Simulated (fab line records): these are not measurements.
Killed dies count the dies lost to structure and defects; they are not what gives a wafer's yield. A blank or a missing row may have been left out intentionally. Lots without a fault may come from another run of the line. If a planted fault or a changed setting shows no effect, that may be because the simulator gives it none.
8D (eight disciplines) problem report, filled in by code ; flow berkeley_cmos170 ; the parts of the form that need people (team, actions taken, sign-off) are left out

## 1. THE ISSUE
UCB170_NWELL_STRIP_15, strip_time_to_endpoint_s: mean 15.18 s over 1 wafer from 1 lot; wafers with no fault: 18.03 s, standard deviation 0.066. Measured from the usual mean, that is -43 standard deviations.
The step: strips in O2.
First seen on wafer L183.6, day 5 13:38, on plasma_asher-04. The record has a number at this step for 39 wafers belonging to 13 lots. Rule for "out", or "out of limits": more than 4 standard deviations from the usual mean. The other wafers with a number count as sound.

## 2. WHAT THIS IS AND IS NOT
question;is;is not
which readings at this step;strip_time_to_endpoint_s;chamber_pressure_mTorr, drypump_motor_current_A, oes_product_au
which lots;L183;L168, L170, L171, L172, L173, L174, L175, L176, L177, L186, L188, L191
which wafers of those lots;L183.6;L183.1, L183.3
read on which tools;plasma_asher-04;plasma_asher-01, plasma_asher-02
when;from day 5 13:38;"up to then (29 sound wafers); but 9 sound wafers of L186, L188, L191 came after"

## 3. WHAT RULES OUT EACH SUSPECT
Counting: a tool at a process step up to the reading stays a suspect if it ran every lot that is out. Sound lots after the first of them don't rule it out here, since some wafers of a struck lot are sound.
- rie_diel-04 at UCB170_NWELL_ETCH_13 (etches Si3N4 in CH3F/Ar/O2, stops on SiO2, target depth 246.4 nm, time 154 s): kept. It processed L183, the lot that is out, at day 5 13:23, and its most recent sound lot before then was L168 at day 2 04:13.
- plasma_asher-04 at UCB170_NWELL_STRIP_15 (strips in O2): kept. It processed L183, the lot that is out, at day 5 13:38, and its most recent sound lot before then was L177 at day 4 07:01. Its own strip_time_to_endpoint_s readings are out on those wafers.
- At UCB170_NWELL_ETCH_13, inside rie_diel-04: chamber 3 took the wafers that are out, while their sound lot-mates went through chambers 0, 1.
After counting, rie_diel-04 at UCB170_NWELL_ETCH_13 and plasma_asher-04 at UCB170_NWELL_STRIP_15 remain.

## 4. THE CAUSE (what the simulator had put in)
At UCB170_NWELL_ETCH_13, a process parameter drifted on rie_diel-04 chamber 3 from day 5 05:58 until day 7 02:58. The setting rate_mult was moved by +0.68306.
2 suspects survive the count, and this tool is in that group.

## 5. THE EFFECT CHAIN, in route order
One row per reading whose mean, taken over the struck wafers that have a number, lies over 3 standard deviations from the usual. Scope: only readings with a usual standard deviation given in the record; hours: median across lots of the time from each lot's start at the first step in this table that gives one to its start at this step; sigmas: change in usual standard deviations.
hours;step;reading;usual;on struck wafers;change;sigmas
0;UCB170_NWELL_STRIP_15;strip_time_to_endpoint_s;18.03 s;15.18;-2.85;-43
Process steps it contains:
- UCB170_NWELL_STRIP_15: strips in O2.
Later measuring or inspecting steps at which every struck wafer that the step has a row for has a number for every such reading, and none has moved that far: UCB170_M2_CD_MEAS_90, UCB170_M3_BOW_MEAS_20.

## 6. WHAT WOULD HAVE CAUGHT IT SOONER
First out-of-limits reading in this record: day 5 13:38, which is 8 hours after fault onset at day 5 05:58.
Tool readings at UCB170_NWELL_ETCH_13 with a usual standard deviation given in the record: none out on any struck wafer, hence no alarm at a limit of 4 standard deviations on them.
Each of the lots that are out, 1 in all, had begun UCB170_NWELL_ETCH_13 on rie_diel-04 no later than day 5 13:38. A hold on the tool at that time would have spared none of them.
